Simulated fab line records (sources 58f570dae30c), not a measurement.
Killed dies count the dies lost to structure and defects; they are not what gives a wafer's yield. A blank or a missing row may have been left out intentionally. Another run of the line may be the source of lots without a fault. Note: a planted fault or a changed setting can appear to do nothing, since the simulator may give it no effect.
fab line records / flow berkeleyCmos170
record lots=6 wafers=18 lastDay=12
route steps=331 shown GATE@129 M3@331
lots that met no fault: from a run of the same line without faults
startH: start of the lot's first displayed wafer, in hours after the record's first day / waitH: how many hours have passed since the lot's step before this one / " as in the row above / L1.1+2: a row that stands for several wafers / - either no value or no given start / * or withheld: withheld / < > ~ a bound
route shown NAME@n: names a module that has steps shown in the file, with the first one's number in the route / usual: mean and standard deviation over wafers with no fault / same: alike in all rows / chamber/n: place in a boat / sites: the reading at each site / _std_site: their standard deviation / _edge_site: the outer-site mean with the inner-site mean subtracted / radiusMm: for every site, how far away it sits from the centre of the wafer / mask NAME#n: copy n / behind: tool/chamber where the wafer was last shaped / hold: the reason the lot was held/the length of the hold in hours/how it ended / device: whichever transistor did not switch (one of n, p or np) / end of line: the tests these same wafers got at the end of their route / step lacking rows: just its recipe / killed: not the wafer's yield, but the dies lost to structure and defects at the first sort / map: dies across one wafer; x = killed, . = not, _ = none there
set.NAME: the setting the step ran with; set.NAME@STEP: the setting that earlier step ran with / model.NAME: the simulator's own value behind a step, which no gauge read
lots seen at some steps along the route; tables by step, rows by wafer
services: when a tool's chamber went out of use (startH, in hours from the record's first day, below 0 if earlier), for how many hours, and the reason
## steps
# step UCB170_GATE_ANNEAL_03
# recipe tempC=900 timeS=1800 ambient=N2
# step UCB170_GATE_CVD_04
# recipe material=poly-Si tempC=610 precursor=SiH4 timeS=1440 pressureMtorr=375 targetThkNm=214 sih4FlowSccm=120
# step UCB170_GATE_THK_MEAS_05
# recipe reads=poly-Si_of_GATE_CVD_04
# usual GATE_POLY_THK=214.5/2.4
lot.wafer=L178.2 tool=filmMetro-01 chamber=- startH=136.45 waitH=0.1 GATE_POLY_THK[nm]=211.4
lot.wafer=L178.4 tool=filmMetro-01 chamber=- startH=136.45 waitH=0.1 GATE_POLY_THK[nm]=209.8
lot.wafer=L178.6 tool=filmMetro-01 chamber=- startH=136.45 waitH=0.1 GATE_POLY_THK[nm]=208.1
lot.wafer=L181.2 tool=filmMetro-04 chamber=- startH=143.16 waitH=0.0 GATE_POLY_THK[nm]=214.5
lot.wafer=L181.3 tool=filmMetro-04 chamber=- startH=143.16 waitH=0.0 GATE_POLY_THK[nm]=214.4
lot.wafer=L181.6 tool=filmMetro-04 chamber=- startH=143.16 waitH=0.0 GATE_POLY_THK[nm]=216.3
lot.wafer=L190.2 tool=filmMetro-04 chamber=- startH=200.27 waitH=0.1 GATE_POLY_THK[nm]=214.8
lot.wafer=L190.3 tool=filmMetro-04 chamber=- startH=200.27 waitH=0.1 GATE_POLY_THK[nm]=214.4
lot.wafer=L190.6 tool=filmMetro-04 chamber=- startH=200.27 waitH=0.1 GATE_POLY_THK[nm]=214.3
lot.wafer=L196.3 tool=filmMetro-02 chamber=- startH=225.36 waitH=0.0 GATE_POLY_THK[nm]=216.4
lot.wafer=L196.4 tool=filmMetro-02 chamber=- startH=225.36 waitH=0.0 GATE_POLY_THK[nm]=215.0
lot.wafer=L196.6 tool=filmMetro-02 chamber=- startH=225.36 waitH=0.0 GATE_POLY_THK[nm]=216.5
lot.wafer=L200.2 tool=filmMetro-04 chamber=- startH=237.04 waitH=0.1 GATE_POLY_THK[nm]=217.0
lot.wafer=L200.4 tool=filmMetro-04 chamber=- startH=237.04 waitH=0.1 GATE_POLY_THK[nm]=217.5
lot.wafer=L200.6 tool=filmMetro-04 chamber=- startH=237.04 waitH=0.1 GATE_POLY_THK[nm]=216.6
lot.wafer=L201.2 tool=filmMetro-04 chamber=- startH=245.65 waitH=0.0 GATE_POLY_THK[nm]=209.7
lot.wafer=L201.4 tool=filmMetro-04 chamber=- startH=245.65 waitH=0.0 GATE_POLY_THK[nm]=212.7
lot.wafer=L201.6 tool=filmMetro-04 chamber=- startH=245.65 waitH=0.0 GATE_POLY_THK[nm]=209.6
# step UCB170_GATE_COAT_06
# recipe resist=BARC tempC=withheld timeS=withheld spinRpm=3000 resistThkNm=withheld
# step UCB170_GATE_COAT_07
# recipe resist=KrF spinRpm=1500 resistThkNm=900
# step UCB170_GATE_SOFTBAKE_08
# recipe resist=KrF tempC=130 timeS=60
# step UCB170_GATE_EXPOSE_09
# recipe maskId=POLY targetCdNm=350 na=0.5 sigmaOuter=0.6 sourceShape=conventional doseMj=21
# step UCB170_GATE_PEB_10
# recipe pebTempC=130 pebTimeS=withheld resist=KrF
# step UCB170_GATE_DEVELOP_11
# recipe developer=TMAH developTimeS=45 resist=KrF devTempC=21
# step UCB170_GATE_CD_MEAS_12
# recipe targetCdNm=350
# usual cdNm=349.8/1.3
lot.wafer=L178.2 tool=cdSem-01 chamber=- startH=137.66 waitH=- cdNm=350.1
lot.wafer=L178.4 tool=cdSem-01 chamber=- startH=137.66 waitH=- cdNm=352.3
lot.wafer=L178.6 tool=cdSem-01 chamber=- startH=137.66 waitH=- cdNm=351.4
lot.wafer=L181.2 tool=cdSem-02 chamber=- startH=144.43 waitH=- cdNm=351.1
lot.wafer=L181.3 tool=cdSem-02 chamber=- startH=144.43 waitH=- cdNm=348.3
lot.wafer=L181.6 tool=cdSem-02 chamber=- startH=144.43 waitH=- cdNm=349.2
lot.wafer=L190.2 tool=cdSem-01 chamber=- startH=202.32 waitH=- cdNm=351.3
lot.wafer=L190.3 tool=cdSem-01 chamber=- startH=202.32 waitH=- cdNm=349.3
lot.wafer=L190.6 tool=cdSem-01 chamber=- startH=202.32 waitH=- cdNm=350.6
lot.wafer=L196.3 tool=cdSem-02 chamber=- startH=226.61 waitH=- cdNm=347.9
lot.wafer=L196.4 tool=cdSem-02 chamber=- startH=226.61 waitH=- cdNm=348.3
lot.wafer=L196.6 tool=cdSem-02 chamber=- startH=226.61 waitH=- cdNm=346.4
lot.wafer=L200.2 tool=cdSem-02 chamber=- startH=238.47 waitH=- cdNm=348.1
lot.wafer=L200.4 tool=cdSem-02 chamber=- startH=238.47 waitH=- cdNm=348.5
lot.wafer=L200.6 tool=cdSem-02 chamber=- startH=238.47 waitH=- cdNm=347.6
lot.wafer=L201.2 tool=cdSem-01 chamber=- startH=246.68 waitH=- cdNm=347.2
lot.wafer=L201.4 tool=cdSem-01 chamber=- startH=246.68 waitH=- cdNm=348.5
lot.wafer=L201.6 tool=cdSem-01 chamber=- startH=246.68 waitH=- cdNm=347.3
# step UCB170_GATE_OVL_MEAS_13
# usual GATE_OVL=-2/5.6
lot.wafer=L178.2 tool=overlay-02 chamber=- startH=137.77 waitH=0.1 GATE_OVL[nm]=-6
lot.wafer=L178.4 tool=overlay-02 chamber=- startH=137.77 waitH=0.1 GATE_OVL[nm]=-1
lot.wafer=L178.6 tool=overlay-02 chamber=- startH=137.77 waitH=0.1 GATE_OVL[nm]=-4
lot.wafer=L181.2 tool=overlay-02 chamber=- startH=144.54 waitH=0.1 GATE_OVL[nm]=-8
lot.wafer=L181.3 tool=overlay-02 chamber=- startH=144.54 waitH=0.1 GATE_OVL[nm]=0
lot.wafer=L181.6 tool=overlay-02 chamber=- startH=144.54 waitH=0.1 GATE_OVL[nm]=0
lot.wafer=L190.2 tool=overlay-02 chamber=- startH=202.42 waitH=0.1 GATE_OVL[nm]=-4
lot.wafer=L190.3 tool=overlay-02 chamber=- startH=202.42 waitH=0.1 GATE_OVL[nm]=-3
lot.wafer=L190.6 tool=overlay-02 chamber=- startH=202.42 waitH=0.1 GATE_OVL[nm]=-9
lot.wafer=L196.3 tool=overlay-01 chamber=- startH=226.70 waitH=0.1 GATE_OVL[nm]=-5
lot.wafer=L196.4 tool=overlay-01 chamber=- startH=226.70 waitH=0.1 GATE_OVL[nm]=-5
lot.wafer=L196.6 tool=overlay-01 chamber=- startH=226.70 waitH=0.1 GATE_OVL[nm]=3
lot.wafer=L200.2 tool=overlay-01 chamber=- startH=238.57 waitH=0.1 GATE_OVL[nm]=-13
lot.wafer=L200.4 tool=overlay-01 chamber=- startH=238.57 waitH=0.1 GATE_OVL[nm]=-16
lot.wafer=L200.6 tool=overlay-01 chamber=- startH=238.57 waitH=0.1 GATE_OVL[nm]=-15
lot.wafer=L201.2 tool=overlay-01 chamber=- startH=246.79 waitH=0.1 GATE_OVL[nm]=-1
lot.wafer=L201.4 tool=overlay-01 chamber=- startH=246.79 waitH=0.1 GATE_OVL[nm]=-10
lot.wafer=L201.6 tool=overlay-01 chamber=- startH=246.79 waitH=0.1 GATE_OVL[nm]=1
# step UCB170_GATE_ETCH_14
# recipe chemistry=N2/H2 targetDepthA=withheld overetchA=withheld target=BARC timeS=withheld sourceW=500 biasW=100 pressureMtorr=30 n2FlowSccm=100 h2FlowSccm=200
# usual drypumpMotorCurrentA=5.7/0.46 oesProductAu=0.993/0.021 throttleValvePct=13.21/0.2
lot.wafer=L178.2 tool=rieDiel-02 chamber=0 startH=137.80 waitH=0.0 drypumpMotorCurrentA=6.3 oesProductAu=1.000 throttleValvePct=12.88
lot.wafer=L178.4 tool=rieDiel-02 chamber=3 startH=137.80 waitH=0.0 drypumpMotorCurrentA=5.6 oesProductAu=0.979 throttleValvePct=13.18
lot.wafer=L178.6 tool=rieDiel-02 chamber=2 startH=137.80 waitH=0.0 drypumpMotorCurrentA=5.4 oesProductAu=0.972 throttleValvePct=13.46
lot.wafer=L181.2 tool=rieDiel-04 chamber=3 startH=144.57 waitH=0.0 drypumpMotorCurrentA=5.4 oesProductAu=0.975 throttleValvePct=13.63
lot.wafer=L181.3 tool=rieDiel-04 chamber=0 startH=144.57 waitH=0.0 drypumpMotorCurrentA=5.1 oesProductAu=0.992 throttleValvePct=13.18
lot.wafer=L181.6 tool=rieDiel-04 chamber=2 startH=144.57 waitH=0.0 drypumpMotorCurrentA=5.0 oesProductAu=1.024 throttleValvePct=13.30
lot.wafer=L190.2 tool=rieDiel-04 chamber=1 startH=202.45 waitH=0.0 drypumpMotorCurrentA=6.4 oesProductAu=0.993 throttleValvePct=13.22
lot.wafer=L190.3 tool=rieDiel-04 chamber=2 startH=202.45 waitH=0.0 drypumpMotorCurrentA=5.0 oesProductAu=1.018 throttleValvePct=13.29
lot.wafer=L190.6 tool=rieDiel-04 chamber=1 startH=202.45 waitH=0.0 drypumpMotorCurrentA=6.4 oesProductAu=0.996 throttleValvePct=13.21
lot.wafer=L196.3 tool=rieDiel-04 chamber=2 startH=226.73 waitH=0.0 drypumpMotorCurrentA=5.0 oesProductAu=1.035 throttleValvePct=13.31
lot.wafer=L196.4 tool=rieDiel-04 chamber=1 startH=226.73 waitH=0.0 drypumpMotorCurrentA=6.4 oesProductAu=0.995 throttleValvePct=13.20
lot.wafer=L196.6 tool=rieDiel-04 chamber=2 startH=226.73 waitH=0.0 drypumpMotorCurrentA=5.0 oesProductAu=1.021 throttleValvePct=13.29
lot.wafer=L200.2 tool=rieDiel-02 chamber=0 startH=238.60 waitH=0.0 drypumpMotorCurrentA=6.3 oesProductAu=1.016 throttleValvePct=12.87
lot.wafer=L200.4 tool=rieDiel-02 chamber=3 startH=238.60 waitH=0.0 drypumpMotorCurrentA=5.6 oesProductAu=1.004 throttleValvePct=13.20
lot.wafer=L200.6 tool=rieDiel-02 chamber=0 startH=238.60 waitH=0.0 drypumpMotorCurrentA=6.3 oesProductAu=1.020 throttleValvePct=12.87
lot.wafer=L201.2 tool=rieDiel-02 chamber=3 startH=246.82 waitH=0.0 drypumpMotorCurrentA=5.6 oesProductAu=0.996 throttleValvePct=13.20
lot.wafer=L201.4 tool=rieDiel-02 chamber=2 startH=246.82 waitH=0.0 drypumpMotorCurrentA=5.4 oesProductAu=0.980 throttleValvePct=13.47
lot.wafer=L201.6 tool=rieDiel-02 chamber=0 startH=246.82 waitH=0.0 drypumpMotorCurrentA=6.3 oesProductAu=1.017 throttleValvePct=12.87
# step UCB170_GATE_ETCH_15
# recipe chemistry=HBr/Cl2 target=poly-Si stopOn=SiO2 overEtchFrac=0.3 icpW=300 biasW=150 timeS=56.3 pressureMtorr=15 HBr_flow_sccm=150 Cl2_flow_sccm=50 targetDepthA=2782
# usual drypumpMotorCurrentA=5.9/0.4 heBacksideLeakSccm=2.8/0.34 oesProductAu=0.832/0.014 throttleValvePct=26.44/0.26
lot.wafer=L178.2 tool=rieSi-01 chamber=2 startH=137.84 waitH=- drypumpMotorCurrentA=5.9 heBacksideLeakSccm=3.3 oesProductAu=0.810 rfHoursCounterH=60 throttleValvePct=26.24 model.KrF_of_GATE_COAT_07.thkNm=774.9
lot.wafer=L178.4 tool=rieSi-01 chamber=3 startH=137.84 waitH=- drypumpMotorCurrentA=6.6 heBacksideLeakSccm=3.0 oesProductAu=0.810 rfHoursCounterH=0 throttleValvePct=26.36 model.KrF_of_GATE_COAT_07.thkNm=780.3
lot.wafer=L178.6 tool=rieSi-01 chamber=1 startH=137.84 waitH=- drypumpMotorCurrentA=5.8 heBacksideLeakSccm=2.6 oesProductAu=0.808 rfHoursCounterH=- throttleValvePct=26.28 model.KrF_of_GATE_COAT_07.thkNm=774.3
lot.wafer=L181.2 tool=rieSi-01 chamber=0 startH=144.61 waitH=- drypumpMotorCurrentA=5.3 heBacksideLeakSccm=3.0 oesProductAu=0.844 rfHoursCounterH=1 throttleValvePct=26.85 model.KrF_of_GATE_COAT_07.thkNm=779.8
lot.wafer=L181.3 tool=rieSi-01 chamber=2 startH=144.61 waitH=- drypumpMotorCurrentA=5.9 heBacksideLeakSccm=3.3 oesProductAu=0.824 rfHoursCounterH=60 throttleValvePct=26.26 model.KrF_of_GATE_COAT_07.thkNm=775.5
lot.wafer=L181.6 tool=rieSi-01 chamber=1 startH=144.61 waitH=- drypumpMotorCurrentA=5.8 heBacksideLeakSccm=2.7 oesProductAu=0.823 rfHoursCounterH=- throttleValvePct=26.26 model.KrF_of_GATE_COAT_07.thkNm=772.9
lot.wafer=L190.2 tool=rieSi-01 chamber=1 startH=202.50 waitH=- drypumpMotorCurrentA=5.8 heBacksideLeakSccm=2.6 oesProductAu=0.823 rfHoursCounterH=1 throttleValvePct=26.26 model.KrF_of_GATE_COAT_07.thkNm=794.2
lot.wafer=L190.3 tool=rieSi-01 chamber=3 startH=202.50 waitH=- drypumpMotorCurrentA=6.5 heBacksideLeakSccm=2.7 oesProductAu=0.838 rfHoursCounterH=0 throttleValvePct=26.36 model.KrF_of_GATE_COAT_07.thkNm=795.3
lot.wafer=L190.6 tool=rieSi-01 chamber=1 startH=202.50 waitH=- drypumpMotorCurrentA=5.8 heBacksideLeakSccm=2.7 oesProductAu=0.824 rfHoursCounterH=- throttleValvePct=26.28 model.KrF_of_GATE_COAT_07.thkNm=793.2
lot.wafer=L196.3 tool=rieSi-01 chamber=0 startH=226.77 waitH=- drypumpMotorCurrentA=5.3 heBacksideLeakSccm=3.0 oesProductAu=0.843 rfHoursCounterH=1 throttleValvePct=26.85 model.KrF_of_GATE_COAT_07.thkNm=795.2
lot.wafer=L196.4 tool=rieSi-01 chamber=1 startH=226.77 waitH=- drypumpMotorCurrentA=5.8 heBacksideLeakSccm=2.6 oesProductAu=0.836 rfHoursCounterH=1 throttleValvePct=26.28 model.KrF_of_GATE_COAT_07.thkNm=795.4
lot.wafer=L196.6 tool=rieSi-01 chamber=3 startH=226.77 waitH=- drypumpMotorCurrentA=6.6 heBacksideLeakSccm=2.9 oesProductAu=0.834 rfHoursCounterH=- throttleValvePct=26.37 model.KrF_of_GATE_COAT_07.thkNm=794.3
lot.wafer=L200.2 tool=rieSi-02 chamber=0 startH=238.64 waitH=- drypumpMotorCurrentA=5.7 heBacksideLeakSccm=2.2 oesProductAu=0.839 rfHoursCounterH=23 throttleValvePct=26.82 model.KrF_of_GATE_COAT_07.thkNm=774.1
lot.wafer=L200.4 tool=rieSi-02 chamber=1 startH=238.64 waitH=- drypumpMotorCurrentA=5.7 heBacksideLeakSccm=2.4 oesProductAu=0.842 rfHoursCounterH=0 throttleValvePct=25.99 model.KrF_of_GATE_COAT_07.thkNm=773.9
lot.wafer=L200.6 tool=rieSi-02 chamber=1 startH=238.64 waitH=- drypumpMotorCurrentA=5.7 heBacksideLeakSccm=2.4 oesProductAu=0.838 rfHoursCounterH=- throttleValvePct=25.99 model.KrF_of_GATE_COAT_07.thkNm=772.6
lot.wafer=L201.2 tool=rieSi-02 chamber=0 startH=246.86 waitH=- drypumpMotorCurrentA=5.8 heBacksideLeakSccm=2.3 oesProductAu=0.823 rfHoursCounterH=23 throttleValvePct=26.82 model.KrF_of_GATE_COAT_07.thkNm=776.2
lot.wafer=L201.4 tool=rieSi-02 chamber=2 startH=246.86 waitH=- drypumpMotorCurrentA=5.5 heBacksideLeakSccm=2.5 oesProductAu=0.811 rfHoursCounterH=57 throttleValvePct=26.42 model.KrF_of_GATE_COAT_07.thkNm=774.7
lot.wafer=L201.6 tool=rieSi-02 chamber=1 startH=246.86 waitH=- drypumpMotorCurrentA=5.6 heBacksideLeakSccm=2.3 oesProductAu=0.820 rfHoursCounterH=- throttleValvePct=26.01 model.KrF_of_GATE_COAT_07.thkNm=776.8
# step UCB170_GATE_STRIP_16
# recipe chemistry=O2 powerW=400 pressureMtorr=3500 platenTempC=withheld o2FlowSccm=400 overashFraction=0.5
# usual drypumpMotorCurrentA=5.8/0.41 oesProductAu=0.724/0.0048
lot.wafer=L178.2 tool=plasmaAsher-01 chamber=0 startH=137.89 waitH=0.0 drypumpMotorCurrentA=5.6 oesProductAu=0.729 rfHoursCounterH=42
lot.wafer=L178.4 tool=plasmaAsher-01 chamber=1 startH=137.89 waitH=0.0 drypumpMotorCurrentA=5.9 oesProductAu=0.725 rfHoursCounterH=-
lot.wafer=L178.6 tool=plasmaAsher-01 chamber=0 startH=137.89 waitH=0.0 drypumpMotorCurrentA=5.5 oesProductAu=0.733 rfHoursCounterH=-
lot.wafer=L181.2 tool=plasmaAsher-02 chamber=0 startH=144.66 waitH=0.0 drypumpMotorCurrentA=6.3 oesProductAu=0.730 rfHoursCounterH=3
lot.wafer=L181.3 tool=plasmaAsher-02 chamber=1 startH=144.66 waitH=0.0 drypumpMotorCurrentA=5.0 oesProductAu=0.728 rfHoursCounterH=-
lot.wafer=L181.6 tool=plasmaAsher-02 chamber=1 startH=144.66 waitH=0.0 drypumpMotorCurrentA=5.0 oesProductAu=0.728 rfHoursCounterH=-
lot.wafer=L190.2 tool=plasmaAsher-02 chamber=0 startH=202.54 waitH=0.0 drypumpMotorCurrentA=6.2 oesProductAu=0.726 rfHoursCounterH=10
lot.wafer=L190.3 tool=plasmaAsher-02 chamber=1 startH=202.54 waitH=0.0 drypumpMotorCurrentA=5.0 oesProductAu=0.723 rfHoursCounterH=-
lot.wafer=L190.6 tool=plasmaAsher-02 chamber=1 startH=202.54 waitH=0.0 drypumpMotorCurrentA=5.0 oesProductAu=0.722 rfHoursCounterH=-
lot.wafer=L196.3 tool=plasmaAsher-01 chamber=0 startH=226.85 waitH=0.1 drypumpMotorCurrentA=5.5 oesProductAu=0.736 rfHoursCounterH=-
lot.wafer=L196.4 tool=plasmaAsher-01 chamber=1 startH=226.85 waitH=0.1 drypumpMotorCurrentA=5.9 oesProductAu=0.720 rfHoursCounterH=-
lot.wafer=L196.6 tool=plasmaAsher-01 chamber=0 startH=226.85 waitH=0.1 drypumpMotorCurrentA=5.5 oesProductAu=0.721 rfHoursCounterH=-
lot.wafer=L200.2 tool=plasmaAsher-01 chamber=1 startH=238.69 waitH=0.0 drypumpMotorCurrentA=5.9 oesProductAu=0.731 rfHoursCounterH=53
lot.wafer=L200.4 tool=plasmaAsher-01 chamber=1 startH=238.69 waitH=0.0 drypumpMotorCurrentA=5.9 oesProductAu=0.717 rfHoursCounterH=-
lot.wafer=L200.6 tool=plasmaAsher-01 chamber=1 startH=238.69 waitH=0.0 drypumpMotorCurrentA=5.8 oesProductAu=0.727 rfHoursCounterH=-
lot.wafer=L201.2 tool=plasmaAsher-01 chamber=1 startH=246.91 waitH=0.0 drypumpMotorCurrentA=5.8 oesProductAu=0.716 rfHoursCounterH=55
lot.wafer=L201.4 tool=plasmaAsher-01 chamber=1 startH=246.91 waitH=0.0 drypumpMotorCurrentA=5.9 oesProductAu=0.719 rfHoursCounterH=-
lot.wafer=L201.6 tool=plasmaAsher-01 chamber=1 startH=246.91 waitH=0.0 drypumpMotorCurrentA=5.9 oesProductAu=0.719 rfHoursCounterH=-
# step UCB170_M3_PROBE_99
lot.wafer=L178.2 tool=prober-01 chamber=- startH=175.14 waitH=0.1 model.etest.polyCombOverSteps.leakLog10AUm=-12.88
lot.wafer=L178.4 tool=prober-01 chamber=- startH=175.24 waitH=0.2 model.etest.polyCombOverSteps.leakLog10AUm=-12.77
lot.wafer=L178.6 tool=prober-01 chamber=- startH=175.34 waitH=0.2 model.etest.polyCombOverSteps.leakLog10AUm=-12.81
lot.wafer=L181.2 tool=prober-02 chamber=- startH=184.55 waitH=0.1 model.etest.polyCombOverSteps.leakLog10AUm=-12.86
lot.wafer=L181.3 tool=prober-02 chamber=- startH=184.60 waitH=0.2 model.etest.polyCombOverSteps.leakLog10AUm=-12.85
lot.wafer=L181.6 tool=prober-02 chamber=- startH=184.75 waitH=0.2 model.etest.polyCombOverSteps.leakLog10AUm=-12.9
lot.wafer=L190.2 tool=prober-01 chamber=- startH=251.48 waitH=0.1 model.etest.polyCombOverSteps.leakLog10AUm=-7.456
lot.wafer=L190.3 tool=prober-01 chamber=- startH=251.53 waitH=0.2 model.etest.polyCombOverSteps.leakLog10AUm=-6.171
lot.wafer=L190.6 tool=prober-01 chamber=- startH=251.68 waitH=0.2 model.etest.polyCombOverSteps.leakLog10AUm=-7.465
lot.wafer=L196.3 tool=prober-01 chamber=- startH=265.62 waitH=0.2 model.etest.polyCombOverSteps.leakLog10AUm=-7.324
lot.wafer=L196.4 tool=prober-01 chamber=- startH=265.67 waitH=0.2 model.etest.polyCombOverSteps.leakLog10AUm=-7.647
lot.wafer=L196.6 tool=prober-01 chamber=- startH=265.77 waitH=0.2 model.etest.polyCombOverSteps.leakLog10AUm=-5.295
lot.wafer=L200.2 tool=prober-02 chamber=- startH=279.82 waitH=0.1 model.etest.polyCombOverSteps.leakLog10AUm=-12.75
lot.wafer=L200.4 tool=prober-02 chamber=- startH=279.92 waitH=0.2 model.etest.polyCombOverSteps.leakLog10AUm=-12.78
lot.wafer=L200.6 tool=prober-02 chamber=- startH=280.02 waitH=0.2 model.etest.polyCombOverSteps.leakLog10AUm=-12.83
lot.wafer=L201.2 tool=prober-02 chamber=- startH=287.25 waitH=0.1 model.etest.polyCombOverSteps.leakLog10AUm=-12.74
lot.wafer=L201.4 tool=prober-02 chamber=- startH=287.35 waitH=0.2 model.etest.polyCombOverSteps.leakLog10AUm=-12.77
lot.wafer=L201.6 tool=prober-02 chamber=- startH=287.45 waitH=0.2 model.etest.polyCombOverSteps.leakLog10AUm=-12.78
# killed by level:class
L178.4 START:geometricParticle:open=1 FIELD:geometricParticle:short=1 SILICIDE:geometricParticle:open=1
L178.6 SILICIDE:geometricParticle:open=2
L181.2 GATE:geometricParticle:open=2 ZERO:geometricParticle:short=1 SILICIDE:geometricParticle:short=1 CONTACT:geometricParticle:open=1 V1:geometricParticle:open=1
L181.3 SCREENOX:geometricParticle:short=1
L181.6 START:geometricParticle:short=1 CONTACT:geometricParticle:open=1
L200.2 SCREENOX:geometricParticle:short=1 GATE:geometricParticle:open=1
L200.6 NWELL:geometricParticle:open=1 GATE:geometricParticle:short=1 SILICIDE:geometricParticle:open=1
L201.2 WELLDRIVE:geometricParticle:open=1 GATE:geometricParticle:open=1 SILICIDE:geometricParticle:short=1 M1:geometricParticle:short=1 M3:geometricParticle:short=1
L201.4 SPACER:geometricParticle:open=1
L201.6 SACOX:geometricParticle:open=1 SPACER:geometricParticle:short=1 V1:geometricParticle:open=1
## services
tool=plasmaAsher-02 chamber=0 startH=117.75 hours=- kind=clean
tool=plasmaAsher-02 chamber=1 startH=117.75 hours=- kind=clean
tool=rieDiel-04 chamber=0 startH=120.90 hours=17.5 kind=repair
tool=rieDiel-04 chamber=1 startH=124.33 hours=11.3 kind=repair
tool=rieDiel-02 chamber=3 startH=131.01 hours=3.2 kind=repair
tool=rieDiel-02 chamber=1 startH=136.36 hours=3.6 kind=repair
tool=rieDiel-02 chamber=2 startH=142.66 hours=5.8 kind=repair
tool=rieDiel-02 chamber=0 startH=153.99 hours=1.4 kind=repair
tool=rieSi-02 chamber=2 startH=162.65 hours=2.8 kind=repair
tool=rieDiel-04 chamber=3 startH=174.28 hours=3.3 kind=repair
tool=rieSi-02 chamber=1 startH=184.31 hours=- kind=clean
tool=rieSi-02 chamber=1 startH=184.31 hours=15.9 kind=scheduledDown
tool=rieSi-02 chamber=1 startH=184.31 hours=15.9 kind=ventCycle
tool=rieDiel-02 chamber=1 startH=186.83 hours=- kind=clean
tool=rieDiel-02 chamber=1 startH=186.83 hours=23.1 kind=scheduledDown
tool=rieDiel-02 chamber=1 startH=186.83 hours=23.1 kind=ventCycle
tool=plasmaAsher-01 chamber=- startH=199.44 hours=0.4 kind=repair
tool=rieSi-01 chamber=2 startH=199.53 hours=5.9 kind=repair
tool=plasmaAsher-01 chamber=- startH=213.65 hours=0.5 kind=repair
tool=rieDiel-02 chamber=2 startH=235.43 hours=7.6 kind=repair
tool=rieSi-02 chamber=1 startH=243.37 hours=2.6 kind=repair
## key
firstSign none at tools or gauges
modelEffect step=UCB170_GATE_ETCH_15 value=KrF_of_GATE_COAT_07.thkNm without=777 struck=794.6
modelEffect step=UCB170_M3_PROBE_99 value=etest.polyCombOverSteps.leakLog10AUm without=-12.77 struck=-6.893
metAt UCB170_GATE_ETCH_15
struckWafers L190.2,L190.3,L190.6,L196.3,L196.4,L196.6
sortLeftOut L190.2,L190.3,L190.6,L196.3,L196.4,L196.6
testerLeftOut L190,L196
onsetBetween 144.61 202.50
alsoFits UCB170_GATE_ETCH_14:rieDiel-04
fault kind=processParameterDrift tool=rieSi-01 chamber=- onsetH=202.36 steps=UCB170_GATE_ETCH_15 channel=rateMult offset=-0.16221 shape=step endH=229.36
# testerLeftOut: of these lots the tester's yield and bins aren't shown, on N5 and GAA mostly nor the transistor test; their killed dies are dies lost to structure and defects alone, not to doping, threshold or leakage, so they don't give the yield
# sortLeftOut: the simulated sort isn't trusted on such a fault, so these wafers' sort isn't shown, and their yield isn't known
